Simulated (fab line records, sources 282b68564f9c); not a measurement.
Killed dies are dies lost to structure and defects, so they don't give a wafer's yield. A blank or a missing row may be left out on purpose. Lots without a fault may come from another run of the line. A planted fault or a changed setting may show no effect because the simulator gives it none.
Problem report in the 8D (eight disciplines) form, filled by code | flow rit_cmos | the parts of the form that need people (team, actions taken, sign-off) are left out

1. THE PROBLEM
ACTIVE_OXIDE_THK at RIT_ACTIVE_THK_MEAS_02 reads a mean of 40.5 nm on 6 wafers of 2 lots; wafers without a fault read 46.5 nm with a standard deviation of 0.81. That is -7.5 standard deviations from the usual mean.
First seen on wafer L317.1, day 4 20:17, on film_metro-04. The record holds 42 wafers of 14 lots with a number at this step. Rule for "out", or "out of limits": more than 4 standard deviations from the usual mean. The other wafers with a number count as sound.

2. WHAT IT IS AND WHAT IT IS NOT
question                    | is                     | is not
which readings at this step | ACTIVE_OXIDE_THK       | -
which lots                  | L317, L319             | L302, L303, L304, L306, L307, L309, L311, L312, L314, L316, L318, L321
which wafers of those lots  | all that have a number | -
read on which gauges        | film_metro-04          | film_metro-01, film_metro-02
when                        | from day 4 20:17       | up to then (30 sound wafers); but 6 sound wafers of L318, L321 came after

3. SUSPECTS, AND WHAT RULES EACH OUT
Counting: a tool at a process step up to the reading stays a suspect if it ran every lot that is out and no sound lot after the first of them.
- the gauge at RIT_ACTIVE_THK_MEAS_02: ruled out. All the wafers that are out were read on film_metro-04, but those of them that RIT_ACTIVE_OXIDATION_01 has rows for are out there too, on other tools.
- furnace-04 at RIT_ACTIVE_OXIDATION_01 (target thk 46.8 nm, ox time 3360 s): kept. It ran every lot that is out, first L317 (day 4 18:22), and no sound lot after that; its last sound lot up to then is L316 (day 4 13:22). Its own readings are out on those wafers: spike_tc_centre_C, spike_tc_source_C, tube_center_temp_C, tube_center_temp_C_max.
Left after counting: furnace-04 at RIT_ACTIVE_OXIDATION_01.

4. THE CAUSE (what the simulator had put in)
Process parameter drift: furnace-04, from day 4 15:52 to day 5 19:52, at RIT_ACTIVE_OXIDATION_01. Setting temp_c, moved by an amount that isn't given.
Counting left only this tool.

5. THE CHAIN OF EFFECTS, in route order
Each row: a reading whose mean over the struck wafers that have a number lies more than 3 standard deviations from the usual. Only readings for which the record gives a usual standard deviation are gone through. hours: the time from each lot's start at the first step in this table that gives one to its start at this step, as a median over the lots. sigmas: the change in usual standard deviations.
hours | step                    | reading                | usual    | on struck wafers | change | sigmas
0     | RIT_ACTIVE_OXIDATION_01 | spike_tc_centre_C      | 1001.8 C | 990.1            | -11.6  | -7.3
0     | RIT_ACTIVE_OXIDATION_01 | spike_tc_source_C      | 1023.0 C | 1010.0           | -13.0  | -11
0     | RIT_ACTIVE_OXIDATION_01 | tube_center_temp_C     | 1000 C   | 988              | -12    | -99 or more
0     | RIT_ACTIVE_OXIDATION_01 | tube_center_temp_C_max | 1002.5   | 990.8            | -11.8  | -27
2     | RIT_ACTIVE_THK_MEAS_02  | ACTIVE_OXIDE_THK       | 46.5 nm  | 40.5             | -6.0   | -7.5
The process steps in it:
- RIT_ACTIVE_OXIDATION_01: target thk 46.8 nm, ox time 3360 s.
Later measuring or inspecting steps at which every struck wafer that the step has a row for has a number for every such reading, and none has moved that far: RIT_FOX2_THK_MEAS_91.

6. WHAT WOULD HAVE CAUGHT IT SOONER
In this record the first reading out of limits at a measuring or inspecting step was taken at day 4 20:17, 4 hours after the fault began at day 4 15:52.
The tool's own readings at RIT_ACTIVE_OXIDATION_01 were out on every struck wafer that the step has a row for (spike_tc_centre_C, spike_tc_source_C, tube_center_temp_C, tube_center_temp_C_max): an alarm limit on them would have fired on the first of those.
Of the lots that are out (2), L319 began RIT_ACTIVE_OXIDATION_01 on furnace-04 after day 4 20:17. A hold on the tool at that time would have spared it.
